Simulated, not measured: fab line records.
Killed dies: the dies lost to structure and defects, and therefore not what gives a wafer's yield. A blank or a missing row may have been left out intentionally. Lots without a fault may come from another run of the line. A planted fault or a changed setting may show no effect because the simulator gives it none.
Comparing a struck lot with a sound one	flow berkeley_cmos170	15 out of 331 route steps
Sound: these wafers, L839.2, L839.4, L839.5. Wafers struck: L852.1, L852.3, L852.6. The cause is given at the end.
For every step that has rows: the tool of each side, followed by ch and its chambers, followed by its first start. Under that, the readings that differ: sound wafers	struck wafers	difference of the means	sigmas: that difference in standard deviations of wafers without a fault.
alike: readings whose means differ by less than 2 such deviations, and words and numbers that are the same on both sides. not compared: withheld readings, readings that some wafer has no value for, bounds like >300 that may hide the same value, and numbers for which the record gives no deviation and whose values overlap.
Wherever a step has rows on one side only, a row that says differs or no value, or a row with sigmas, the two part there. When numbers do not overlap yet have no deviation, they are printed without sigmas and do not part them. A reading that every wafer of one side lacks parts them only if that side has two wafers or more.

first, 5 steps without rows for these wafers: UCB170_NLDD_COAT_01 (resist thk 900 nm); UCB170_NLDD_SOFTBAKE_02 (time 60 s); UCB170_NLDD_EXPOSE_03 (exposes mask NSELECT, target cd 1200 nm); UCB170_NLDD_PEB_04; UCB170_NLDD_DEVELOP_05 (develop time 45 s).
UCB170_NLDD_CD_MEAS_06: the cd target is 1200 nm.
  sound on cd_sem-02, day 7 02:25; struck on cd_sem-01, day 9 16:08
  alike: cd_nm
UCB170_NLDD_OVL_MEAS_07:
  sound on overlay-01, day 7 02:31; struck on overlay-02, day 9 16:17
  alike: NLDD_OVL
then, 2 steps without rows for these wafers: UCB170_NLDD_IMPLANT_08; UCB170_NLDD_IMPLANT_09.
UCB170_NLDD_STRIP_10: strips in O2.
  sound on plasma_asher-01 ch 1, day 7 02:51; struck on plasma_asher-02 ch 0,1, day 9 16:37
  alike: drypump_motor_current_A, oes_product_au, strip_time_to_endpoint_s
  not compared: rf_hours_counter_h
UCB170_NLDD_TW_MEAS_11:
  sound on film_metro-01, day 7 02:58; struck on film_metro-01, day 9 16:43
  alike: NLDD_TW
then, 1 step without rows for these wafers: UCB170_NLDD_CLEAN_12 (cleans in SPM, time 600 s).
UCB170_SPACER_CVD_00: deposits SiO2 from TEOS/O2, target thk 376 nm, time 48.07 s.
  sound on pecvd-01 ch 0,1, day 7 03:11; struck on pecvd-03 ch 0,1, day 9 17:01
  no value came back on the struck wafers for heater_power_w (W), pressure_mtorr (mTorr); on the sound wafers heater_power_w (W) reads 217 232 374
then, 1 step without rows for these wafers: UCB170_SPACER_ANNEAL_02 (time 1800 s).
UCB170_SPACER_ETCHBACK_03: etches SiO2 in CHF3/CF4/Ar, stops on Si, target depth 376 nm, time 100 s.
  sound on rie_diel-01 ch 0,2, day 7 06:47; struck on rie_diel-03 ch 0,3, day 9 19:53
reading	sound	struck	difference	sigmas
oes_product_au (a.u.)	0.946 0.928 0.970	0.896 0.876 0.895	-0.059	-3
model.etch.depth_nm (nm)	384.1 392 396.8	376 376 376	-15	
  alike: drypump_motor_current_A, mfc_ar_sccm, throttle_valve_pct
  not compared: rf_hours_counter_h

WHERE THEY PART
First at UCB170_SPACER_CVD_00; last, within this record, at UCB170_SPACER_ETCHBACK_03.

WHY: what the simulator had put in
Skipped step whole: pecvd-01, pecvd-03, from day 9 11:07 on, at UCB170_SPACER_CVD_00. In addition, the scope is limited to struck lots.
